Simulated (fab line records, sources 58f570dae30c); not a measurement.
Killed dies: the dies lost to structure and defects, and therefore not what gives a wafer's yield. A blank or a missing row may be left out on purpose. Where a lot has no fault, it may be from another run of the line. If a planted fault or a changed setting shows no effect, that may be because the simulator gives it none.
fab line records	flow berkeleyCmos170
record: lots: 5	wafers: 15	lastDay: 11
route steps=331 shown M2@289 V2@292
lots that met no fault: taken from a fault-free run of the same line
startH: hours from the record's first day to the start of the lot's first wafer shown	waitH: hours from the lot's prior step to this one	" identical to the entry in the row above	L1.1+2: one row covering several wafers at once	- value missing, or start not given	* or withheld: withheld	< > ~ a bound
route shown NAME@n: NAME is a module with steps in the file, n the number in the route of the first one	usual: the fault-free wafers' mean and standard deviation	same: alike in all rows	chamber/n: place in a boat	sites: per-site readings	_std_site: standard deviation of those values	_edge_site: mean of outer sites minus mean of inner sites	radiusMm: how far each site lies from the wafer's centre	mask NAME#n: copy n	behind: the tool/chamber that last shaped the wafer	hold: why the lot was held/for how many hours/how that ended	device: whichever transistor did not switch (one of n, p or np)	end of line: tests of these same wafers at the route's end	a step with no rows: only its recipe	killed: at the first sort, the dies lost to defects and structure; wafer yield is something else	map: the dies of a wafer, with x for killed, . for not killed, _ for no die there
set.NAME: the setting as run; set.NAME@STEP: as run at that earlier step	model.NAME: the simulator's own value behind a step, which no gauge read
lots seen at some steps along the route; tables by step, rows by wafer
services: a tool's chamber out of use, with start hour (startH, from the record's first day; less than 0 if before it), hours out, and reason
== steps ==
step: UCB170_M2_METAL_ETCH_18
recipe: chemistry: Cl2/BCl3	target: Al	stopOn: SiO2	pressureMtorr: 12	targetDepthA: 11700	overEtchFrac: 0.3	timeS: 195	icpW: 600	biasW: 120	Cl2_flow_sccm: 90	bcl3FlowSccm: 45
usual: drypumpMotorCurrentA: 5.4/0.41	oesProductAu: 0.857/0.012	throttleValvePct: 24.38/0.16
same: timeS: 195
lot.wafer	tool	chamber	startH	waitH	drypumpMotorCurrentA	oesProductAu	rfHoursCounterH	throttleValvePct
L802.3	rieMetal-01	1	173.19	-	5.4	0.854	-	24.38
L802.5	"	0	"	"	6.2	0.850	-	24.26
L802.6	"	1	"	"	5.4	0.849	-	24.36
L804.2	rieMetal-04	1	178.02	-	5.4	0.850	9	24.60
L804.3	"	1	"	"	5.4	0.847	-	24.59
L804.4	"	0	"	"	5.1	0.869	-	24.05
L803.2	rieMetal-03	0	178.69	-	4.9	0.849	-	24.45
L803.4	"	0	"	"	5.0	0.862	-	24.46
L803.6	"	0	"	"	5.0	0.861	-	24.46
L820.2	rieMetal-03	1	260.54	-	5.5	0.846	10	24.48
L820.4	"	0	"	"	4.9	0.859	-	24.45
L820.6	"	0	"	"	4.9	0.867	-	24.46
L822.2	rieMetal-03	1	267.22	-	5.5	0.850	10	24.48
L822.5	"	1	"	"	5.5	0.854	-	24.48
L822.6	"	0	"	"	4.9	0.857	-	24.46
step: UCB170_M2_STRIP_19
recipe: chemistry: O2	powerW: 400	pressureMtorr: 3500	platenTempC: withheld	o2FlowSccm: 400	overashFraction: 0.5
step: UCB170_M2_CD_MEAS_90
recipe: targetCdNm: 700
usual: cdNm: 702/3.8
lot.wafer	tool	chamber	startH	waitH	cdNm
L802.3	cdSem-01	-	173.46	0.1	697
L802.5	"	-	"	"	697
L802.6	"	-	"	"	695
L804.2	cdSem-01	-	178.33	0.1	704
L804.3	"	-	"	"	708
L804.4	"	-	"	"	700
L803.2	cdSem-01	-	179.24	0.2	703
L803.4	"	-	"	"	707
L803.6	"	-	"	"	704
L820.2	cdSem-01	-	260.84	0.1	706
L820.4	"	-	"	"	697
L820.6	"	-	"	"	698
L822.2	cdSem-01	-	267.53	0.1	698
L822.5	"	-	"	"	698
L822.6	"	-	"	"	694
step: UCB170_V2_CVD_00
recipe: material: SiO2	targetThkNm: 2000	tempC: 390	precursor: TEOS/O2	timeS: 250	rfW: 550	pressureMtorr: 9000
usual: heaterPowerW: 269/45
same: timeS: 250
lot.wafer	tool	chamber	startH	waitH	heaterPowerW
L802.3	pecvd-03	0	173.54	0.1	315
L802.5	"	1	"	"	226
L802.6	"	0	"	"	258
L804.2	pecvd-02	1	178.43	0.1	227
L804.3	"	2	"	"	219
L804.4	"	1	"	"	286
L803.2	pecvd-04	0	179.34	0.1	330
L803.4	"	2	"	"	210
L803.6	"	1	"	"	213
L820.2	pecvd-02	2	260.94	0.1	263
L820.4	"	1	"	"	192
L820.6	"	2	"	"	185
L822.2	pecvd-03	0	267.63	0.1	280
L822.5	"	0	"	"	352
L822.6	"	2	"	"	231
step: UCB170_V2_THK_MEAS_01
recipe: reads: SiO2_of_V2_CVD_00
usual: V2_TEOS_THK: 1988/28
lot.wafer	tool	chamber	startH	waitH	V2_TEOS_THK[nm]
L802.3	filmMetro-02	-	173.71	0.1	1974
L802.5	"	-	"	"	2018
L802.6	"	-	"	"	2002
L804.2	filmMetro-01	-	178.59	0.1	1970
L804.3	"	-	"	"	1978
L804.4	"	-	"	"	2016
L803.2	filmMetro-04	-	179.50	0.1	1946
L803.4	"	-	"	"	2010
L803.6	"	-	"	"	2011
L820.2	filmMetro-01	-	261.11	0.1	2000
L820.4	"	-	"	"	1970
L820.6	"	-	"	"	2012
L822.2	filmMetro-02	-	267.79	0.1	1964
L822.5	"	-	"	"	1997
L822.6	"	-	"	"	2027
step: UCB170_V2_CMP_02
recipe: material: SiO2	downForcePsi: 6	platenRpm: 60	padVelocityMS: 0.75398
usual: motorCurrentA: 15.9/1.7
lot.wafer	tool	chamber	startH	waitH	motorCurrentA
L802.3	cmp-02	3	173.80	0.1	15.5
L802.6	"	2	"	"	19.4
L802.5	"	3	"	"	15.1
L804.3	cmp-02	0	178.64	0.0	14.1
L804.4	"	2	"	"	18.1
L804.2	"	3	"	"	14.5
L803.4	cmp-01	3	179.55	0.0	16.4
L803.2	"	2	"	"	14.5
L803.6	"	3	"	"	15.9
L820.2	cmp-02	3	261.26	0.1	15.0
L820.4	"	0	"	"	14.4
L820.6	"	1	"	"	17.1
L822.2	cmp-01	1	267.84	0.0	13.7
L822.6	"	1	"	"	13.9
L822.5	"	2	"	"	14.3
step: UCB170_V2_BOW_MEAS_03
recipe: mode: bow
usual: V2_BOW: 37/6.9
lot.wafer	tool	chamber	startH	waitH	V2_BOW[um]
L802.3	filmMetro-04	-	174.09	0.2	40
L802.5	"	-	"	"	37
L802.6	"	-	"	"	37
L804.2	filmMetro-02	-	178.96	0.1	23
L804.3	"	-	"	"	38
L804.4	"	-	"	"	28
L803.2	filmMetro-04	-	179.89	0.1	38
L803.4	"	-	"	"	38
L803.6	"	-	"	"	27
L820.2	filmMetro-01	-	261.48	0.2	42
L820.4	"	-	"	"	35
L820.6	"	-	"	"	45
L822.2	filmMetro-02	-	268.16	0.3	39
L822.5	"	-	"	"	47
L822.6	"	-	"	"	38
step: UCB170_V2_THK_MEAS_04
recipe: reads: SiO2_of_V2_CVD_00
usual: V2_POLISHED_THK: 999.6/1.3
lot.wafer	tool	chamber	startH	waitH	V2_POLISHED_THK[nm]
L802.3	filmMetro-04	-	174.19	0.1	999.5
L802.5	"	-	"	"	998.5
L802.6	"	-	"	"	999.2
L804.2	filmMetro-02	-	179.07	0.1	997.7
L804.3	"	-	"	"	999.5
L804.4	"	-	"	"	999.4
L803.2	filmMetro-04	-	180.00	0.1	1000.7
L803.4	"	-	"	"	998.5
L803.6	"	-	"	"	999.5
L820.2	filmMetro-01	-	261.59	0.1	997.2
L820.4	"	-	"	"	999.5
L820.6	"	-	"	"	999.1
L822.2	filmMetro-02	-	268.27	0.1	998.4
L822.5	"	-	"	"	1001.6
L822.6	"	-	"	"	998.6
step: UCB170_V2_CLEAN_05
recipe: chemistry: DIW
step: UCB170_V2_HMDS_06
recipe: primeTimeS: 60	primeTempC: 100
step: UCB170_V2_COAT_07
recipe: resist: KrF	spinRpm: 1500	resistThkNm: 900
step: UCB170_V2_SOFTBAKE_08
recipe: resist: KrF	tempC: 130	timeS: 60
step: UCB170_V2_EXPOSE_09
recipe: maskId: VIA2	targetCdNm: 700	na: 0.5	sigmaOuter: 0.6	sourceShape: conventional	doseMj: 37
same: na: 0.5
lot.wafer	tool	chamber	startH	waitH	mask
L802.3+5+6	krfScanner-01	0	175.43	0.2	VIA2#0
L804.2+3+4	krfScanner-01	0	179.77	0.1	VIA2#0
L803.2+4+6	krfScanner-01	0	180.81	0.1	VIA2#0
L820.2+4+6	krfScanner-02	0	262.28	0.1	VIA2#0
L822.2+5+6	krfScanner-02	0	269.27	0.4	VIA2#0
step: UCB170_V2_PEB_10
recipe: pebTempC: 130	pebTimeS: withheld	resist: KrF
usual: plateSensorTCentreC: 131.41/0.01	plateSensorTEdgeC: 131.53/0.01
lot.wafer	tool	chamber	startH	waitH	plateSensorTCentreC	plateSensorTEdgeC
L802.3	lithoTrack-02	0	175.82	0.4	131.41	131.53
L802.5	"	0	"	"	131.4	131.53
L802.6	"	0	"	"	131.42	131.54
L804.2	lithoTrack-02	0	179.89	0.1	131.42	131.52
L804.3	"	0	"	"	131.41	131.52
L804.4	"	0	"	"	131.42	131.53
L803.2	lithoTrack-04	0	180.93	0.1	131.39	131.53
L803.4	"	0	"	"	131.39	131.53
L803.6	"	0	"	"	131.42	131.53
L820.2	lithoTrack-04	0	262.41	0.1	131.41	131.54
L820.4	"	0	"	"	131.39	131.52
L820.6	"	0	"	"	131.4	131.53
L822.2	lithoTrack-04	0	269.42	0.1	131.41	131.54
L822.5	"	0	"	"	131.4	131.52
L822.6	"	0	"	"	131.4	131.53
step: UCB170_V2_DEVELOP_11
recipe: developer: TMAH	developTimeS: 45	resist: KrF	devTempC: 21
step: UCB170_V2_CD_MEAS_12
recipe: targetCdNm: 700
usual: cdNm: 699.7/1.5
lot.wafer	tool	chamber	startH	waitH	cdNm
L802.3	cdSem-01	-	176.09	-	701.7
L802.5	"	-	"	"	702.7
L802.6	"	-	"	"	702.8
L804.2	cdSem-01	-	180.16	-	697.5
L804.3	"	-	"	"	698.1
L804.4	"	-	"	"	699.0
L803.2	cdSem-01	-	181.20	-	704.5
L803.4	"	-	"	"	703.8
L803.6	"	-	"	"	703.1
L820.2	cdSem-01	-	262.68	-	699.9
L820.4	"	-	"	"	699.8
L820.6	"	-	"	"	700.3
L822.2	cdSem-02	-	269.69	-	699.6
L822.5	"	-	"	"	702.1
L822.6	"	-	"	"	699.6
step: UCB170_V2_OVL_MEAS_13
usual: V2_OVL: -1/5.7
lot.wafer	tool	chamber	startH	waitH	V2_OVL[nm]
L802.3	overlay-01	-	176.18	0.1	0
L802.5	"	-	"	"	8
L802.6	"	-	"	"	-2
L804.2	overlay-02	-	180.26	0.1	2
L804.3	"	-	"	"	4
L804.4	"	-	"	"	3
L803.2	overlay-02	-	181.31	0.1	3
L803.4	"	-	"	"	10
L803.6	"	-	"	"	7
L820.2	overlay-02	-	262.78	0.1	-10
L820.4	"	-	"	"	-2
L820.6	"	-	"	"	-3
L822.2	overlay-02	-	269.80	0.1	-9
L822.5	"	-	"	"	-7
L822.6	"	-	"	"	-2
step: UCB170_V2_ETCH_14
recipe: chemistry: CHF3/CF4/Ar	target: SiO2	stopOn: Al	CHF3_flow_sccm: 45	cf4FlowSccm: 15	Ar_flow_sccm: 150	pressureMtorr: 200	rfW: 700	targetDepthA: 12500	overEtchFrac: 0.25	timeS: 291
usual: CHF3_flow_sccm: 45.01/0.15	drypumpMotorCurrentA: 5.6/0.52	oesProductAu: 0.875/0.013	throttleValvePct: 6.96/0.099
same: timeS: 291
lot.wafer	tool	chamber	startH	waitH	CHF3_flow_sccm	drypumpMotorCurrentA	oesProductAu	rfHoursCounterH	throttleValvePct	model.V2.cdNm
L802.3	rieDiel-01	0	176.20	0.0	45.16	6.0	0.859	3	6.97	699.6
L802.5	"	0	"	"	45.00	6.0	0.867	-	6.97	699.8
L802.6	"	3	"	"	45.01	5.7	0.888	-	7.01	702.4
L804.2	rieDiel-04	1	180.29	0.0	45.19	5.0	0.865	1	6.85	698
L804.3	"	3	"	"	44.97	6.0	0.860	87	6.90	696.6
L804.4	"	0	"	"	45.14	5.7	0.889	17	7.02	697.2
L803.2	rieDiel-04	2	181.34	0.0	45.07	5.4	0.868	1	6.77	705.8
L803.4	"	0	"	"	44.97	5.7	0.891	17	7.00	703.9
L803.6	"	1	"	"	44.90	5.0	0.873	-	6.84	705.1
L820.2	rieDiel-01	3	262.81	0.0	44.88	5.7	0.895	38	6.99	699.4
L820.4	"	0	"	"	45.10	6.0	0.856	7	6.95	697.8
L820.6	"	3	"	"	44.78	5.7	0.891	-	7.01	700.1
L822.2	rieDiel-02	2	269.83	0.0	44.98	4.7	0.870	27	6.95	699.9
L822.5	"	1	"	"	45.30	5.0	0.892	-	7.01	703.4
L822.6	"	2	"	"	44.83	4.8	0.873	-	6.94	699.6
step: UCB170_V2_STRIP_15
recipe: chemistry: O2	powerW: 400	pressureMtorr: 3500	platenTempC: withheld	o2FlowSccm: 400	overashFraction: 0.5
usual: drypumpMotorCurrentA: 5.3/0.42	oesProductAu: 0.722/0.0044	stripTimeToEndpointS: 15.39/0.18
lot.wafer	tool	chamber	startH	waitH	drypumpMotorCurrentA	oesProductAu	rfHoursCounterH	stripTimeToEndpointS
L802.3	plasmaAsher-02	0	176.42	0.1	4.9	0.724	-	15.53
L802.5	"	1	"	"	5.1	0.725	-	15.57
L802.6	"	0	"	"	4.9	0.719	-	15.43
L804.2	plasmaAsher-02	1	180.47	0.1	5.1	0.713	44	15.13
L804.3	"	0	"	"	4.9	0.719	-	15.49
L804.4	"	1	"	"	5.1	0.718	-	15.31
L803.2	plasmaAsher-02	0	181.52	0.1	4.9	0.716	44	15.19
L803.4	"	0	"	"	4.9	0.718	-	15.47
L803.6	"	0	"	"	4.9	0.720	-	15.19
L820.2	plasmaAsher-02	0	262.99	0.1	4.9	0.723	55	15.62
L820.4	"	1	"	"	5.2	0.715	-	15.78
L820.6	"	0	"	"	4.9	0.718	-	15.75
L822.2	plasmaAsher-04	1	270.01	0.1	5.8	0.720	20	15.62
L822.5	"	0	"	"	6.2	0.721	-	15.30
L822.6	"	1	"	"	5.8	0.720	-	15.57
== services ==
tool	chamber	startH	hours	kind
rieMetal-03	-	149.41	1.3	repair
krfScanner-02	-	170.31	4.0	pm
rieMetal-03	1	170.74	20.7	repair
plasmaAsher-02	-	174.93	0.5	repair
rieMetal-03	-	182.28	1.4	pm
pecvd-02	-	197.08	5.5	pm
rieDiel-01	-	198.21	0.3	repair
krfScanner-02	-	204.08	1.3	pm
rieDiel-01	2	209.91	3.7	repair
krfScanner-01	-	216.05	0.8	pm
cmp-01	-	220.32	0.5	repair
pecvd-02	-	220.83	0.9	repair
rieDiel-01	-	227.85	0.4	repair
pecvd-03	2	228.43	5.3	repair
krfScanner-01	-	234.18	4.3	repair
rieDiel-04	2	240.14	12.7	repair
cmp-01	-	241.94	1.2	repair
pecvd-02	-	242.50	14.0	pm
krfScanner-01	-	242.73	0.6	repair
cmp-01	-	243.41	4.0	pm
krfScanner-02	-	244.21	0.8	pm
krfScanner-01	-	251.39	1.0	pm
cmp-01	-	256.09	3.3	repair
pecvd-02	-	256.50	0.8	pm
== key ==
firstSign: step: UCB170_V2_CD_MEAS_12	reading: cdNm	direction: up	sigmas: 2.7	usual: 699.7	struck: 703.8	wafersMoved: 2
effect none on later readings
modelEffect: step: UCB170_V2_ETCH_14	value: V2.cdNm	without: 701	struck: 704.9
metAt UCB170_V2_EXPOSE_09
struckWafers L803.2,L803.4,L803.6
onsetBetween 179.77 180.81
alsoFits UCB170_V2_CVD_00:pecvd-04,UCB170_V2_ETCH_14:rieDiel-04
fault: kind: processParameterDrift	tool: krfScanner-01	chamber: -	onsetH: 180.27	steps: UCB170_V2_EXPOSE_09	channel: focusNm	offset: 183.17	spreadByWafer: 0.3	shape: step	endH: 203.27
